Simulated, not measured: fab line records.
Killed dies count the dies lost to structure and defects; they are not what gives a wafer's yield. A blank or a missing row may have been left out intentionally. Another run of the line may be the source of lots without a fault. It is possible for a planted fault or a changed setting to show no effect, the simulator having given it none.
fab line records | flow berkeley_cmos170
[record] lots = 7 wafers = 21 last_day = 14
route steps=331 shown PVT@124 GATE@125 FIELD@126
lots untouched by any fault: they come from a run of this same line in which no faults occurred
start_h: start of the lot's first displayed wafer, in hours after the record's first day | wait_h: hours since the lot's step before | " unchanged from the row above | L1.1+2: one row covering several wafers at once | - either no value or no given start | * or withheld: withheld | < > ~ a bound
route shown NAME@n: names a module that has steps shown in the file, with the first one's number in the route | usual: average and standard deviation across the fault-free wafers | same: alike in all rows | chamber/n: place in a boat | sites: readings site by site | _std_site: the standard deviation of these | _edge_site: the outer-site mean with the inner-site mean subtracted | radius_mm: for every site, how far away it sits from the centre of the wafer | mask NAME#n: copy n | behind: the tool/chamber that last shaped the wafer | hold: what put the lot on hold/how long, in hours/how the hold closed | device: transistor that didn't switch, given as n, p or np | end of line: tests run on the same wafers once the route is complete | a step with no rows: only its recipe | killed: the dies lost at the first sort to structure and to defects; this is not the yield of the wafer | map: dies across one wafer; x = killed, . = not, _ = none there
set.NAME: the setting as run; set.NAME@STEP: as run at that earlier step | model.NAME: the simulator's own value behind a step, which no gauge read
lots at some steps of the route; a table a step, a row a wafer
[[steps]]
[step UCB170_PVT_TW_MEAS_09]
[usual] PVT_TW = 513/4.9
// columns lot.wafer tool chamber start_h wait_h PVT_TW
L411.2 film_metro-04 - 158.07 0.1 506
L411.3 " - " " 504
L411.4 " - " " 505
L412.3 film_metro-02 - 158.80 0.1 515
L412.4 " - " " 518
L412.5 " - " " 513
L419.1 film_metro-04 - 189.10 0.1 506
L419.4 " - " " 505
L419.6 " - " " 507
L418.2 film_metro-04 - 189.32 0.1 506
L418.4 " - " " 509
L418.6 " - " " 508
L420.1 film_metro-02 - 189.37 0.1 518
L420.3 " - " " 517
L420.6 " - " " 517
L424.1 film_metro-02 - 228.13 0.1 517
L424.2 " - " " 516
L424.4 " - " " 516
L432.2 film_metro-02 - 265.35 0.1 518
L432.4 " - " " 517
L432.6 " - " " 516
[step UCB170_GATE_WET_ETCH_00]
[recipe] chemistry = dHF dilution = 25:1 target = SiO2 temp_c = 25 time_s = 200
[step UCB170_FIELD_THK_MEAS_91]
[recipe] reads = SiO2_of_FIELD_OXIDATION_01
[usual] FIELD_OXIDE_LEFT_2_THK = 357/11
// columns lot.wafer tool chamber start_h wait_h FIELD_OXIDE_LEFT_2_THK[nm]
L411.2 film_metro-01 - 158.19 0.0 337
L411.3 " - " " 341
L411.4 " - " " 350
L412.3 film_metro-04 - 158.93 0.0 355
L412.4 " - " " 366
L412.5 " - " " 355
L419.1 film_metro-02 - 189.22 0.0 369
L419.4 " - " " 374
L419.6 " - " " 362
L418.2 film_metro-04 - 189.44 0.0 346
L418.4 " - " " 350
L418.6 " - " " 349
L420.1 film_metro-01 - 189.50 0.0 357
L420.3 " - " " 363
L420.6 " - " " 361
L424.1 film_metro-04 - 228.26 0.0 363
L424.2 " - " " 356
L424.4 " - " " 356
L432.2 film_metro-01 - 265.48 0.0 375
L432.4 " - " " 362
L432.6 " - " " 367
[step UCB170_GATE_OXIDATION_01]
[recipe] temp_c = 850 ambient = O2 target_thk_a = 66 ox_time_s = 1800
[step UCB170_GATE_THK_MEAS_02]
[recipe] reads = SiO2_of_GATE_OXIDATION_01
[usual] GATE_OXIDE_THK = 6.58/0.15
// columns lot.wafer tool chamber start_h wait_h GATE_OXIDE_THK[nm]
L411.2 film_metro-02 - 161.17 0.0 6.53
L411.3 " - " " 6.59
L411.4 " - " " 6.71
L412.3 film_metro-01 - 161.23 0.1 6.61
L412.4 " - " " 6.61
L412.5 " - " " 6.59
L419.1 film_metro-02 - 196.56 0.0 6.48
L419.4 " - " " 6.39
L419.6 " - " " 6.51
L418.2 film_metro-01 - 196.57 0.0 6.51
L418.4 " - " " 6.54
L418.6 " - " " 6.56
L420.1 film_metro-03 - 196.61 0.1 6.58
L420.3 " - " " 6.60
L420.6 " - " " 6.47
L424.1 film_metro-02 - 235.18 0.0 6.80
L424.2 " - " " 6.82
L424.4 " - " " 6.77
L432.2 film_metro-02 - 273.01 0.0 6.72
L432.4 " - " " 6.62
L432.6 " - " " 6.55
[step UCB170_GATE_ANNEAL_03]
[recipe] temp_c = 900 time_s = 1800 ambient = N2
[step UCB170_GATE_CVD_04]
[recipe] material = poly-Si temp_c = 610 precursor = SiH4 time_s = 1440 pressure_mtorr = 375 target_thk_nm = 214 sih4_flow_sccm = 120
[step UCB170_GATE_THK_MEAS_05]
[recipe] reads = poly-Si_of_GATE_CVD_04
[usual] GATE_POLY_THK = 214.3/2.3
// columns lot.wafer tool chamber start_h wait_h GATE_POLY_THK[nm]
L411.2 film_metro-03 - 169.01 0.0 215.4
L411.3 " - " " 214.4
L411.4 " - " " 216.4
L412.3 film_metro-01 - 169.02 0.0 214.3
L412.4 " - " " 213.3
L412.5 " - " " 212.3
L419.1 film_metro-02 - 208.08 0.0 215.1
L419.4 " - " " 215.3
L419.6 " - " " 215.8
L418.2 film_metro-01 - 208.09 0.0 212.3
L418.4 " - " " 211.5
L418.6 " - " " 214.0
L420.1 film_metro-03 - 208.09 0.0 217.2
L420.3 " - " " 214.6
L420.6 " - " " 216.2
L424.1 film_metro-02 - 242.09 0.0 214.6
L424.2 " - " " 215.0
L424.4 " - " " 215.1
L432.2 film_metro-01 - 279.49 0.0 218.1
L432.4 " - " " 217.2
L432.6 " - " " 215.9
[step UCB170_GATE_COAT_06]
[recipe] resist = BARC temp_c = withheld time_s = withheld spin_rpm = 3000 resist_thk_nm = withheld
[step UCB170_GATE_COAT_07]
[recipe] resist = KrF spin_rpm = 1500 resist_thk_nm = 900
[step UCB170_GATE_SOFTBAKE_08]
[recipe] resist = KrF temp_c = 130 time_s = 60
[step UCB170_GATE_EXPOSE_09]
[recipe] mask_id = POLY target_cd_nm = 350 na = 0.5 sigma_outer = 0.6 source_shape = conventional dose_mj = 21
[step UCB170_GATE_PEB_10]
[recipe] peb_temp_c = 130 peb_time_s = withheld resist = KrF
[usual] chill_plate_temp_C = 23.03/0.086 exhaust_pa = 45.2/0.92
// columns lot.wafer tool chamber start_h wait_h chill_plate_temp_C exhaust_pa
L412.3 litho_track-01 0 170.09 0.1 22.92 44.0
L412.4 " 0 " " 22.98 44.9
L412.5 " 0 " " 22.89 45.9
L411.2 litho_track-03 0 170.18 0.1 23.06 44.4
L411.3 " 0 " " 23.00 44.5
L411.4 " 0 " " 22.99 44.8
L419.1 litho_track-01 - 209.66 0.7 - -
L419.4 " - " " - -
L419.6 " - " " - -
L418.2 litho_track-03 - 209.85 0.6 - -
L418.4 " - " " - -
L418.6 " - " " - -
L420.1 litho_track-01 - 209.93 0.4 - -
L420.3 " - " " - -
L420.6 " - " " - -
L424.1 litho_track-01 0 243.47 0.4 23.02 46.3
L424.2 " 0 " " 23.09 46.3
L424.4 " 0 " " 23.06 46.5
L432.2 litho_track-02 0 280.51 0.4 23.20 46.0
L432.4 " 0 " " 22.97 45.4
L432.6 " 0 " " 23.09 46.0
[step UCB170_GATE_DEVELOP_11]
[recipe] developer = TMAH develop_time_s = 45 resist = KrF dev_temp_c = 21
[[key]]
[first_sign] step = UCB170_GATE_PEB_10 reading = tool_record direction = missing
effect none on later readings
met_at UCB170_GATE_PEB_10
struck_wafers L418.2,L418.4,L418.6,L419.1,L419.4,L419.6,L420.1,L420.3,L420.6
later_rows_left_out L418.2,L418.4,L418.6,L419.1,L419.4,L419.6,L420.1,L420.3,L420.6
sort_left_out L418.2,L418.4,L418.6,L419.1,L419.4,L419.6,L420.1,L420.3,L420.6
tester_left_out L418,L419,L420
onset_between 170.18 209.66
[fault] kind = skipped_step_whole tool = litho_track-01,litho_track-03 chamber = - onset_h = 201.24 steps = UCB170_GATE_PEB_10 scope = struck_lots_only
// tester_left_out: of these lots the tester's yield and bins aren't shown, on N5 and GAA mostly nor the transistor test; their killed dies are dies lost to structure and defects alone, not to doping, threshold or leakage, so they don't give the yield
// sort_left_out: the simulated sort isn't trusted on such a fault, so these wafers' sort isn't shown, and their yield isn't known
// later_rows_left_out: the simulator's readings of these wafers behind a module that went badly wrong aren't trusted and aren't shown, but for the sort
